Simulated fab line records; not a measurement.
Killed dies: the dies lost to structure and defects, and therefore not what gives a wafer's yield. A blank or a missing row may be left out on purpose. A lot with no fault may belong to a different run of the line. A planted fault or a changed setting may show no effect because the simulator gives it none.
Matching of chambers	flow berkeley cmos170	UCB170_V1_CMP_02 on cmp-02 has 4 sister chambers
The step polishes SiO2. 4 wafers are shown with their chamber, then 10 later ones without.

WAFERS WITH THEIR CHAMBER
wafer	chamber	motor current A (A)
L462.6	3	18.1
L465.5	1	17.3
L470.2	2	16.3
L470.3	0	14.3

WAFERS WITH NO CHAMBER GIVEN
wafer	motor current A (A)
L470.5	16.3
L471.1	14.4
L471.2	17.3
L471.6	15.4
L467.2	17.5
L467.3	14.5
L467.5	16.3
L468.2	15.1
L468.4	18.0
L468.5	16.2

WHICH CHAMBER EACH WENT THROUGH
wafer	from the rows above	in truth
L470.5	2	2
L471.1	0	0
L471.2	1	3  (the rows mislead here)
L471.6	can't be placed: 2 or 0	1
L467.2	can't be placed: 1 or 3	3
L467.3	0	0
L467.5	2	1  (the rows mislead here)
L468.2	can't be placed: 0 or 2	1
L468.4	can't be placed: 3 or 1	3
L468.5	2	2
4 of 10 placed correctly. From these rows, 4 cannot be placed; in 2 the true chamber is one of the candidates. 2 placed wrongly.
How it was worked out, from the rows above alone: a wafer's distance from a chamber is the root of the sum, over the readings, of the square of ((its reading less the chamber's mean) divided by the reading's scatter). The wafer belongs to the nearest chamber; if the next one is less than 2 further off, it can't be placed. A chamber's mean is the mean of its shown wafers. The scatter: with one shown wafer a chamber, the root of the mean of the squares of how far each hidden wafer lies from its nearest shown one.
